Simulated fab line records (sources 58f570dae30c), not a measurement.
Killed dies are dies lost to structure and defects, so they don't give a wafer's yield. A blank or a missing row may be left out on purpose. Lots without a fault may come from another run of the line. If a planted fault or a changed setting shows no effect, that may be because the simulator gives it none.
Comparing a struck lot with a sound one ; flow berkeley_cmos170 ; 24 steps out of a route of 331
Sound: the wafers L104.2, L104.4, L104.5. Wafers L113.1, L113.5, L113.6 were the ones struck. At the end, the cause is stated.
Each step with rows lists, per side, the tool, then ch with its chambers, then its first start. Under that, the readings that differ: sound wafers ; struck wafers ; difference of the means ; sigmas: that difference in standard deviations of wafers without a fault.
alike: words and numbers the same on both sides, and readings whose means are apart by under 2 such deviations; not compared: readings that were withheld, readings missing a value for some wafer, numbers with overlapping values and no deviation given by the record, and bounds like >300 which may hide the same value.
The two part at a step that has a row with sigmas, a row that says differs or no value, or rows on one side only. Numbers that have no deviation but don't overlap get no sigmas and don't part them. A reading that every wafer of one side lacks parts them only if that side has two wafers or more.

first, 4 steps without rows for these wafers: UCB170_PWELL_WET_ETCH_19 (etches Si3N4 in H3PO4, time 14400 s); UCB170_PWELL_WET_ETCH_20 (etches SiO2 in BOE, time 22 s); UCB170_WELLDRIVE_CLEAN_00 (cleans in SPM, time 600 s); UCB170_WELLDRIVE_OXIDATION_01 (target thk 199 nm, ox time 9000 s).
UCB170_WELLDRIVE_THK_MEAS_02:
  struck on film_metro-01, day 6 01:10; sound on film_metro-02, day 3 20:23
  alike: WELLDRIVE_OXIDE_THK
then, 5 steps without rows for these wafers: UCB170_WELLDRIVE_ANNEAL_03 (time 900 s); UCB170_WELLDRIVE_WET_ETCH_04 (etches SiO2 in BOE, time 120 s); UCB170_ACTIVE_CLEAN_00 (cleans in SPM, time 600 s); UCB170_ACTIVE_CLEAN_01 (cleans in dHF, time 60 s); UCB170_ACTIVE_OXIDATION_02 (target thk 26.4 nm, ox time 1260 s).
UCB170_ACTIVE_THK_MEAS_03:
  struck on film_metro-01, day 6 10:42; sound on film_metro-02, day 4 07:59
  alike: ACTIVE_OXIDE_THK
then, 1 step without rows for these wafers: UCB170_ACTIVE_ANNEAL_04 (time 900 s).
UCB170_ACTIVE_CVD_05: deposits Si3N4 from SiH2Cl2/NH3, target thk 220 nm, time 3300 s.
  sound on lpcvd-01 ch 1, day 4 12:16; struck on lpcvd-01 ch 1, day 6 12:37
reading;sound;struck;difference;sigmas
model.Si3N4_of_ACTIVE_CVD_05.thk_nm (nm);222.2 221.3 223.8;272.5 273.9 275.2;+51.4;
UCB170_ACTIVE_THK_MEAS_06:
  struck on film_metro-01, day 6 14:32; sound on film_metro-02, day 4 14:11
reading;sound;struck;difference;sigmas
ACTIVE_NITRIDE_THK (nm);222.1 221.4 223.7;272.5 273.8 275.3;+51.5;+21
then, 6 steps without rows for these wafers: UCB170_ACTIVE_HMDS_07 (prime time 60 s); UCB170_ACTIVE_COAT_08 (resist thk 900 nm); UCB170_ACTIVE_SOFTBAKE_09 (time 60 s); UCB170_ACTIVE_EXPOSE_10 (exposes mask ACTIVE, target cd 1200 nm); UCB170_ACTIVE_PEB_11; UCB170_ACTIVE_DEVELOP_12 (develop time 45 s).
UCB170_ACTIVE_CD_MEAS_13: target cd 1200 nm.
  struck on cd_sem-01, day 6 15:40; sound on cd_sem-01, day 4 15:21
  alike: cd_nm
UCB170_ACTIVE_OVL_MEAS_14:
  struck on overlay-01, day 6 15:47; sound on overlay-02, day 4 15:28
  alike: ACTIVE_OVL
UCB170_ACTIVE_ETCH_15: etches Si3N4 in CH3F/Ar/O2, stops on SiO2, target depth 242 nm, time 151 s.
  sound on rie_diel-02 ch 1,2, day 4 15:29; struck on rie_diel-02 ch 2,3, day 6 15:50
reading;sound;struck;difference;sigmas
oes_product_au (a.u.);0.937 0.947 0.936;0.983 0.984 1.000;+0.049;+4
model.etch.depth_nm (nm);222.2 221.3 223.8;239.6 239.5 242.3;+18.0;
  alike: O2_flow_sccm, drypump_motor_current_A, throttle_valve_pct
  not compared: rf_hours_counter_h
UCB170_ACTIVE_STRIP_16: strips in O2.
  sound on plasma_asher-04 ch 0, day 4 15:35; struck on plasma_asher-03 ch 0,1, day 6 15:56
  alike: drypump_motor_current_A, oes_product_au, strip_time_to_endpoint_s
  not compared: rf_hours_counter_h

== WHERE THEY PART ==
At UCB170_ACTIVE_THK_MEAS_06 first; at UCB170_ACTIVE_ETCH_15 last (within this record only). Later steps at which nothing parts them and some readings are alike: UCB170_ACTIVE_STRIP_16.

WHY: the cause the simulator had injected
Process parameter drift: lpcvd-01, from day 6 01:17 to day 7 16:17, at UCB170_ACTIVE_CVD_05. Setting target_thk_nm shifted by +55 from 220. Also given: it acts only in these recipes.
